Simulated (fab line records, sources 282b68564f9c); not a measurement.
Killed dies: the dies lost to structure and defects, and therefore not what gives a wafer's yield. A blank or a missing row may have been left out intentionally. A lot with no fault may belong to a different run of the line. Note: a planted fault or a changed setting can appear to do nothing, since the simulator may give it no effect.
Problem report in the 8D (eight disciplines) form, filled by code / flow ritCmos / the parts of the form that need people (team, actions taken, sign-off) are left out

== 1. PROBLEM STATEMENT ==
Mean PLDD_TW at RIT_PLDD_TW_MEAS_10: 2656 over 6 wafers in 2 lots; fault-free wafers: 2338, standard deviation 14. That puts it +23 standard deviations away from the usual mean.
First observed at day 5 14:29: wafer L783.2, on filmMetro-04. The record has a number at this step for 39 wafers belonging to 13 lots. By rule, "out" or "out of limits" means more than 4 standard deviations away from the usual mean. The other wafers with a number count as sound.

== 2. WHAT IT IS AND WHAT IT IS NOT ==
question=which readings at this step | is=PLDD_TW | is not=-
question=which lots | is=L783, L784 | is not=L770, L771, L772, L773, L774, L775, L776, L786, L788, L789, L792
question=which wafers of those lots | is=all that have a number | is not=-
question=read on which gauges | is=filmMetro-03, filmMetro-04 | is not=filmMetro-02
question=when | is=from day 5 14:29 | is not=up to then (21 sound wafers); but 12 sound wafers of L786, L788, L789, L792 came after

== 3. SUSPECTS, AND WHAT RULES EACH OUT ==
Counting: a tool stays on the suspect list if, at a process step up to the reading, it processed all lots that are out and no sound lot following the first of them.
- the gauge at RIT_PLDD_TW_MEAS_10 is ruled out. The wafers that are out were read on 2 gauges (filmMetro-03, filmMetro-04).
- implanter-02 at RIT_PLDD_IMPLANT_08: kept. Every lot that is out went through it, starting with L783 (day 5 14:10), and after that it ran no sound lot; the last sound lot it ran before then is L775 (day 4 03:13). Its own readings are out on those wafers: doseIonsCm2, faradayCurrentUA.
After counting, what remains is implanter-02 at RIT_PLDD_IMPLANT_08.

== 4. THE CAUSE (what the simulator had put in) ==
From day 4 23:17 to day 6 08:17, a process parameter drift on implanter-02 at RIT_PLDD_IMPLANT_08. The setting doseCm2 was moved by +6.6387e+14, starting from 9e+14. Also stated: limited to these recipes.
The count eliminated every tool but this one.

== 5. THE EFFECT CHAIN, in route order ==
One row per reading whose mean, taken over the struck wafers that have a number, lies over 3 standard deviations from the usual. Scope: only readings with a usual standard deviation given in the record; hours: median across lots of the time from each lot's start at the first step in this table that gives one to its start at this step; sigmas: change in usual standard deviations.
hours=0; step=RIT_PLDD_IMPLANT_08; reading=doseIonsCm2; usual=9e+14; on struck wafers=2e+15; change=+7e+14; sigmas=+99 or more
hours=0; step=RIT_PLDD_IMPLANT_08; reading=endStationPressureTorr; usual=7.2e-06 Torr; on struck wafers=8.8e-06; change=+1.6e-06; sigmas=+3.8
hours=0; step=RIT_PLDD_IMPLANT_08; reading=faradayCurrentUA; usual=2829; on struck wafers=4933; change=+2104; sigmas=+36
hours=0; step=RIT_PLDD_TW_MEAS_10; reading=PLDD_TW; usual=2338; on struck wafers=2656; change=+318; sigmas=+23
hours=7; step=RIT_SDANNEAL_RS_MEAS_06; reading=PLDD_RS; usual=178.4 ohm/sq; on struck wafers=154.8; change=-23.7; sigmas=-41
Process steps it contains:
- RIT_PLDD_IMPLANT_08

== 6. WHAT WOULD HAVE CAUGHT IT SOONER ==
In this record the first reading out of limits at a measuring or inspecting step was taken at day 5 14:29, 15 hours after the fault began at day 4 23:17.
The tool's own readings at RIT_PLDD_IMPLANT_08 were out on every struck wafer that the step has a row for (doseIonsCm2, faradayCurrentUA): an alarm limit on them would have fired on the first of those.
Of the lots that are out (2), L784 began RIT_PLDD_IMPLANT_08 on implanter-02 after day 5 14:29. Holding the tool at that time would have saved it.
